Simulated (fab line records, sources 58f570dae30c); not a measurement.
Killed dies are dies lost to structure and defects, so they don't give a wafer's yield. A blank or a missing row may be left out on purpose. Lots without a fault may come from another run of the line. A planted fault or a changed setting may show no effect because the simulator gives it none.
Chamber matching | flow berkeley_cmos170 | UCB170_PWELL_ETCH_14 on rie_diel-04: 4 sister chambers
The step etches Si3N4 in CH3F/Ar/O2, stops on SiO2, target depth 242 nm, time 151 s. 7 wafers are shown with their chamber, then 7 later ones without.

WAFERS WITH THEIR CHAMBER
wafer  | chamber | drypump_motor_current_A (A) | throttle_valve_pct (%)
L564.2 | 0       | 5.4                         | 8.22
L564.5 | 3       | 5.2                         | 7.98
L565.1 | 1       | 5.5                         | 7.99
L565.5 | 3       | 5.2                         | 7.97
L565.6 | 2       | 6.0                         | 7.86
L568.1 | 2       | 6.0                         | 7.85
L568.3 | 1       | 5.4                         | 7.99

WAFERS WITHOUT THEIR CHAMBER
wafer  | drypump_motor_current_A (A) | throttle_valve_pct (%)
L568.4 | 5.2                         | 7.96
L567.2 | 5.5                         | 7.98
L567.3 | 5.4                         | 8.22
L567.5 | 5.2                         | 7.97
L575.1 | 5.2                         | 7.97
L575.4 | 5.5                         | 7.99
L575.5 | 5.9                         | 7.85

WHICH CHAMBER EACH WENT THROUGH
wafer  | from the rows above | in truth
L568.4 | 3                   | 3
L567.2 | 1                   | 1
L567.3 | 0                   | 0
L567.5 | 3                   | 3
L575.1 | 3                   | 3
L575.4 | 1                   | 1
L575.5 | 2                   | 2
Placed correctly: 7 of 7. Can't be placed from these rows: 0. Placed wrongly: 0.
How it was worked out, from the rows above alone: a wafer's distance from a chamber is the root of the sum, over the readings, of the square of ((its reading less the chamber's mean) divided by the reading's scatter). The wafer belongs to the nearest chamber; if the next one is less than 2 further off, it can't be placed. A chamber's mean is the mean of its shown wafers. The scatter: the root of (the sum of the squares of (reading less its chamber's mean) over the shown wafers, divided by (wafers less chambers)).
